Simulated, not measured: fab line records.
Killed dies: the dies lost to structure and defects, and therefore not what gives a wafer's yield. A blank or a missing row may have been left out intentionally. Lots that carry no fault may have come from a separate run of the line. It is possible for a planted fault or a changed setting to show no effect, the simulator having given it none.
fab line records | flow ritCmos
record: lots: 14 wafers: 42 lastDay: 7
route steps=202 shown SILICIDE@162 M1@202
lots with no fault: from the same line, run without faults
startH: hours from the record's first day to the start of the lot's first wafer shown | waitH: how many hours have passed since the lot's step before this one | " identical to the entry in the row above | L1.1+2: one row covering several wafers at once | - no value, or no start was given | * or withheld: withheld | < > ~ a bound
route shown NAME@n: a module of which the file shows steps, and the number in the route of the first | usual: mean and standard deviation over wafers with no fault | same: alike in all rows | chamber/n: place in a boat | sites: the reading at each site | _std_site: standard deviation across them | _edge_site: the outer-site mean with the inner-site mean subtracted | radiusMm: for every site, how far away it sits from the centre of the wafer | mask NAME#n: copy n | behind: the last tool/chamber to shape the wafer | hold: reason for holding the lot/hours on hold/outcome of the hold | device: transistor that didn't switch, given as n, p or np | end of line: the tests these same wafers got at the end of their route | a step without rows: its recipe alone | killed: not the wafer's yield, but the dies lost to structure and defects at the first sort | map: the dies of a wafer, with x for killed, . for not killed, _ for no die there
set.NAME: the run value of the setting; set.NAME@STEP: its run value at that earlier step | model.NAME: the simulator's own value behind a step, which no gauge read
route steps across a sampled set of lots; one table per step, one row per wafer
services: a tool's chamber out of use, with start hour (startH, from the record's first day; less than 0 if before it), hours out, and reason
== steps ==
step: RIT_SILICIDE_SPUTTER_01
recipe: material: Ti targetThkNm: 30 powerW: 350 chamberPressurePa: 0.667 gas: Ar timeS: 240 substrateTempC: 25
usual: throttleValvePct: 30.1/0.79
columns lot.wafer tool chamber startH waitH throttleValvePct
L356.1 pvdSputter-03 - 51.33 0.0 30.8
L356.2 " - " " 30.4
L356.5 " - " " 29.1
L357.3 pvdSputter-02 - 54.98 0.0 30.2
L357.5 " - " " 31.6
L357.6 " - " " 29.8
L358.1 pvdSputter-03 - 60.55 0.0 29.1
L358.4 " - " " 30.5
L358.6 " - " " 29.2
L359.1 pvdSputter-02 - 65.56 0.0 31.4
L359.4 " - " " 30.3
L359.5 " - " " 29.5
L360.1 pvdSputter-03 - 71.56 0.0 30.4
L360.2 " - " " 30.6
L360.6 " - " " 30.7
L361.2 pvdSputter-02 - 78.87 0.0 30.1
L361.4 " - " " 29.4
L361.5 " - " " 30.0
L362.2 pvdSputter-03 - 80.94 0.0 30.1
L362.3 " - " " 30.7
L362.6 " - " " 30.3
L363.1 pvdSputter-02 - 85.71 0.0 31.5
L363.2 " - " " 29.9
L363.6 " - " " 29.5
L364.2 pvdSputter-04 - 93.37 0.0 29.2
L364.4 " - " " 29.0
L364.5 " - " " 30.8
L369.4 pvdSputter-02 - 120.24 0.0 30.3
L369.5 " - " " 29.7
L369.6 " - " " 29.5
L372.1 pvdSputter-04 - 130.91 0.0 30.7
L372.2 " - " " 30.7
L372.3 " - " " 28.8
L374.2 pvdSputter-04 - 141.16 0.0 30.6
L374.3 " - " " 28.8
L374.4 " - " " 31.0
L377.1 pvdSputter-02 - 154.33 0.0 30.1
L377.2 " - " " 31.4
L377.5 " - " " 29.5
L379.3 pvdSputter-02 - 166.00 0.0 29.5
L379.4 " - " " 30.1
L379.5 " - " " 29.8
step: RIT_SILICIDE_RS_MEAS_02
recipe: thkMeasGauge: four-point-probe reads: Ti_of_SILICIDE_SPUTTER_01
usual: SILICIDE_TI_RS: 48.0/0.69
columns lot.wafer tool chamber startH waitH SILICIDE_TI_RS[ohm/sq]
L356.1 filmMetro-01 - 51.48 0.1 47.8
L356.2 " - " " 48.0
L356.5 " - " " 47.9
L357.3 filmMetro-03 - 55.17 0.1 48.2
L357.5 " - " " 48.6
L357.6 " - " " 48.2
L358.1 filmMetro-02 - 60.70 0.1 47.3
L358.4 " - " " 47.7
L358.6 " - " " 47.0
L359.1 filmMetro-01 - 65.71 0.1 48.3
L359.4 " - " " 48.0
L359.5 " - " " 47.9
L360.1 filmMetro-01 - 71.71 0.1 47.4
L360.2 " - " " 47.6
L360.6 " - " " 47.1
L361.2 filmMetro-03 - 79.04 0.1 46.3
L361.4 " - " " 46.6
L361.5 " - " " 46.1
L362.2 filmMetro-03 - 81.11 0.1 48.2
L362.3 " - " " 48.4
L362.6 " - " " 48.7
L363.1 filmMetro-02 - 85.86 0.1 47.9
L363.2 " - " " 47.5
L363.6 " - " " 47.5
L364.2 filmMetro-03 - 93.56 0.1 48.3
L364.4 " - " " 48.1
L364.5 " - " " 48.0
L369.4 filmMetro-03 - 120.45 0.1 48.2
L369.5 " - " " 48.3
L369.6 " - " " 48.7
L372.1 filmMetro-01 - 131.06 0.1 48.8
L372.2 " - " " 48.3
L372.3 " - " " 55.0
L374.2 filmMetro-02 - 141.33 0.1 48.4
L374.3 " - " " 54.6
L374.4 " - " " 48.0
L377.1 filmMetro-03 - 154.48 0.1 47.7
L377.2 " - " " 47.5
L377.5 " - " " 48.0
L379.3 filmMetro-02 - 166.19 0.1 47.8
L379.4 " - " " 48.5
L379.5 " - " " 47.6
step: RIT_SILICIDE_THK_MEAS_03
recipe: thkMeasGauge: xrf reads: Ti_of_SILICIDE_SPUTTER_01
usual: SILICIDE_TI_THK: 29.3/0.35
columns lot.wafer tool chamber startH waitH SILICIDE_TI_THK[nm]
L356.1 filmMetro-01 - 51.60 0.1 29.3
L356.2 " - " " 29.2
L356.5 " - " " 29.3
L357.3 filmMetro-03 - 55.27 0.1 29.5
L357.5 " - " " 29.5
L357.6 " - " " 29.5
L358.1 filmMetro-02 - 60.82 0.1 29.6
L358.4 " - " " 29.5
L358.6 " - " " 29.8
L359.1 filmMetro-01 - 65.83 0.1 29.0
L359.4 " - " " 29.1
L359.5 " - " " 29.2
L360.1 filmMetro-01 - 71.83 0.1 29.7
L360.2 " - " " 29.4
L360.6 " - " " 29.6
L361.2 filmMetro-03 - 79.15 0.1 30.4
L361.4 " - " " 30.2
L361.5 " - " " 30.4
L362.2 filmMetro-03 - 81.22 0.1 29.5
L362.3 " - " " 29.4
L362.6 " - " " 29.2
L363.1 filmMetro-02 - 85.98 0.1 29.2
L363.2 " - " " 29.4
L363.6 " - " " 29.5
L364.2 filmMetro-03 - 93.67 0.1 29.4
L364.4 " - " " 29.6
L364.5 " - " " 29.6
L369.4 filmMetro-03 - 120.54 0.1 29.3
L369.5 " - " " 29.3
L369.6 " - " " 29.0
L372.1 filmMetro-01 - 131.18 0.1 28.7
L372.2 " - " " 29.0
L372.3 " - " " 26.1
L374.2 filmMetro-02 - 141.44 0.1 29.2
L374.3 " - " " 26.4
L374.4 " - " " 29.3
L377.1 filmMetro-03 - 154.60 0.1 29.6
L377.2 " - " " 29.7
L377.5 " - " " 29.5
L379.3 filmMetro-02 - 166.29 0.1 29.2
L379.4 " - " " 28.8
L379.5 " - " " 29.3
step: RIT_M1_PROBE_99
usual: killedAtContacts: 0.1/0.27 killedAtFrontEnd: 7/3.1 killedDies: 7/3.1 killedOnRim: 1.9/1.5 killedOpen: 3.6/2.3 killedShort: 3.2/2
same: grossDies: 264 killed_at_M0_to_M3: 0 killed_at_M4_up: 0 killedAtBackSide: 0 killedAtOther: 0
columns lot.wafer tool chamber startH waitH killedAtContacts killedAtFrontEnd killedDies killedOnRim killedOpen killedShort
L364.2 prober-01 - 100.52 0.1 0 7 7 2 5 2
L364.4 prober-01 - 100.62 0.2 0 6 6 1 2 4
L364.5 prober-01 - 100.67 0.2 0 4 4 1 3 1
L369.4 prober-02 - 127.35 0.2 0 8 8 1 3 5
L369.5 prober-02 - 127.40 0.2 0 5 5 2 2 2
L369.6 prober-02 - 127.45 0.2 1 3 4 0 3 1
killed by level:class
L364.2 GATE:geometricParticle:open=2 GATE:geometricParticle:short=2 FOX2:geometricParticle:open=1 REOX:geometricParticle:open=1 SPACER:geometricParticle:open=1
L364.4 SPACER:geometricParticle:short=3 FOX1:geometricParticle:open=1 GATE:geometricParticle:open=1 GATE:geometricParticle:short=1
L364.5 FOX2:geometricParticle:open=1 GATE:geometricParticle:open=1 GATE:geometricParticle:short=1 SPACER:geometricParticle:open=1
L369.4 REOX:geometricParticle:open=2 REOX:geometricParticle:short=2 SPACER:geometricParticle:short=2 FOX2:geometricParticle:open=1 GATE:geometricParticle:short=1
L369.5 FOX1:geometricParticle:open=1 GATE:geometricParticle:short=1 GATE:geometricParticle:open=1 REOX:geometricParticle:short=1 PRETRO:coatMicrobubblePrinted=1
L369.6 REOX:geometricParticle:short=1 REOX:geometricParticle:open=1 SPACER:geometricParticle:open=1 CONTACT:geometricParticle:open=1
== services ==
columns tool chamber startH hours kind
pvdSputter-04 - 54.55 1.0 repair
pvdSputter-02 - 90.95 2.2 repair
pvdSputter-03 - 110.27 1.6 repair
pvdSputter-02 - 162.73 1.6 repair
== key ==
firstSign: step: RIT_SILICIDE_RS_MEAS_02 reading: SILICIDE_TI_RS direction: up sigmas: 9.9 usual: 48.0 struck: 54.8
effect: step: RIT_SILICIDE_THK_MEAS_03 reading: SILICIDE_TI_THK direction: down sigmas: 8.7 usual: 29.3 struck: 26.3
metAt RIT_SILICIDE_SPUTTER_01
struckLots L372,L374
struckWafers L372.3,L374.3
testerLeftOut L372,L374
onsetBetween 93.37 130.91
fault: kind: processParameterDrift tool: pvdSputter-04 chamber: - onsetH: 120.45 steps: RIT_SILICIDE_SPUTTER_01 channel: targetThkNm offset: -3 shape: step endH: 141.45 actsIn: theseRecipesOnly stated: 30 scope: struckWafersOnly
testerLeftOut: of these lots the tester's yield and bins aren't shown, on N5 and GAA mostly nor the transistor test; their killed dies are dies lost to structure and defects alone, not to doping, threshold or leakage, so they don't give the yield
